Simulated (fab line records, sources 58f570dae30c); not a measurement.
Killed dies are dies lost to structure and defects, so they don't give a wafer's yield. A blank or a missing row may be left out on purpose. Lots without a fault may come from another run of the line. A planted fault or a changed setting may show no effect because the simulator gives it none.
Which tool did it? | flow berkeley_cmos170 | 14 lots, 42 wafers sampled, at 2 steps of a route of 331

WHAT THE GAUGES READ, wafer by wafer
UCB170_M1_CD_MEAS_09: target cd 700 nm. Usual: cd_nm 700.6 nm, standard deviation 1.4.
lot  | measured     | on        | cd_nm (nm)        | flag
L291 | day 6 04:58  | cd_sem-02 | 702.9 700.8 702.2 |
L294 | day 7 14:20  | cd_sem-01 | 702.2 700.2 700.6 |
L293 | day 7 17:05  | cd_sem-01 | 699.6 701.3 699.8 |
L297 | day 8 07:53  | cd_sem-02 | 701.6 702.6 703.9 |
L298 | day 8 19:42  | cd_sem-01 | 697.3 698.4 698.0 |
L299 | day 8 20:17  | cd_sem-02 | 702.5 702.5 701.5 |
L300 | day 8 23:13  | cd_sem-02 | 699.9 699.8 699.8 |
L301 | day 9 10:58  | cd_sem-02 | 701.0 699.6 700.0 |
L303 | day 9 11:00  | cd_sem-01 | 699.9 699.8 699.6 |
L302 | day 10 04:01 | cd_sem-02 | 701.2 701.8 701.3 |
L305 | day 10 04:15 | cd_sem-01 | 701.7 702.5 703.4 |
L306 | day 10 04:58 | cd_sem-01 | 720.0 720.3 718.9 | OFF
L307 | day 10 18:16 | cd_sem-01 | 718.1 718.2 717.5 | OFF
L312 | day 11 19:22 | cd_sem-01 | 699.9 699.9 700.5 |

WHICH TOOL RAN EACH LOT (tool, then ch and the chambers of the sampled wafers, then the start)
lot  | UCB170_M1_SOFTBAKE_05
L291 | litho_track-04 ch 0, day 6 04:00
L294 | litho_track-01 ch 0, day 7 13:00
L293 | litho_track-04 ch 0, day 7 16:00
L297 | litho_track-01 ch 0, day 8 07:00
L298 | litho_track-04 ch 0, day 8 19:00
L299 | litho_track-02 ch 0, day 8 19:00
L300 | litho_track-04 ch 0, day 8 22:00
L301 | litho_track-02 ch 0, day 9 10:00
L303 | litho_track-04 ch 0, day 9 10:00
L302 | litho_track-02 ch 0, day 10 02:00
L305 | litho_track-04 ch 0, day 10 02:00
L306 | litho_track-04 ch 0, day 10 04:00
L307 | litho_track-04 ch 0, day 10 17:00
L312 | litho_track-02 ch 0, day 11 18:00
- UCB170_M1_SOFTBAKE_05: time 60 s.

WHAT THE TOOLS THEMSELVES READ (means of the sampled wafers that have a number; where no wafer has one, the mark that the record gives instead)
UCB170_M1_SOFTBAKE_05. Usual: exhaust_pa 45.3 Pa, standard deviation 0.79; heater_power_total_W 56.80 W, standard deviation 0.046; plate_temp_C 130.02 C, standard deviation 0.13.
lot  | tool           | exhaust_pa (Pa) | heater_power_total_W (W) | plate_temp_C (C) | flag
L291 | litho_track-04 | 45.6            | 56.80                    | 129.98           |
L294 | litho_track-01 | 45.4            | 56.79                    | 129.90           |
L293 | litho_track-04 | 44.5            | 56.79                    | 129.95           |
L297 | litho_track-01 | 45.2            | 56.80                    | 130.11           |
L298 | litho_track-04 | 44.3            | 56.84                    | 130.06           |
L299 | litho_track-02 | 45.9            | 56.77                    | 130.02           |
L300 | litho_track-04 | 45.3            | 56.74                    | 129.97           |
L301 | litho_track-02 | 45.8            | 56.83                    | 130.07           |
L303 | litho_track-04 | 45.6            | 56.77                    | 129.96           |
L302 | litho_track-02 | 44.7            | 56.79                    | 130.08           |
L305 | litho_track-04 | 45.5            | 56.80                    | 130.03           |
L306 | litho_track-04 | 45.7            | 50.27                    | 118.39           | OFF
L307 | litho_track-04 | 45.9            | 50.25                    | 118.40           | OFF
L312 | litho_track-02 | 44.2            | 56.80                    | 130.07           |

THE ANSWER, worked out from the rows above alone
Rule: a lot is off if the mean of its wafers that have a number lies more than 3 standard deviations from the usual mean. A lot without any number at a reading at which 4 lots or more have one is off too. The other lots that the step has rows for count as sound. The gauges are gone through in route order, then the tools' own readings, and for those a lot's mean is taken as printed above. The first step at which some lot is off is used, and at that step the reading that is off furthest; a lot without a number counts as furthest.
Off: L306, L307, at UCB170_M1_CD_MEAS_09 (cd_nm).
A tool fits if, at a process step before that reading, it ran every lot that is off, and no sound lot after the first of them. The gauges at UCB170_M1_CD_MEAS_09 aren't tried: what is off there is off at UCB170_M1_SOFTBAKE_05 too, on other tools, and a gauge's error can't cause that. One fits: litho_track-04 at UCB170_M1_SOFTBAKE_05. Its last sound lot is L305 (day 10 02:00), its first lot that is off L306 (day 10 04:00): a fault that began between those two fits.
The tool's own readings at UCB170_M1_SOFTBAKE_05 bear it out: on the lots that are off they differ by more than 5 times the standard deviation of the sound lots' means. heater_power_total_W reads 50.26 W there against 56.79 W on the sound lots; plate_temp_C reads 118.40 C there against 130.02 C on the sound lots.

WHAT THE SIMULATOR HAD PUT IN
Process parameter drift: litho_track-04, from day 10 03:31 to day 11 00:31, at UCB170_M1_SOFTBAKE_05. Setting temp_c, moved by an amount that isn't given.
Lots struck among those shown: L306, L307. The rule above found the same.
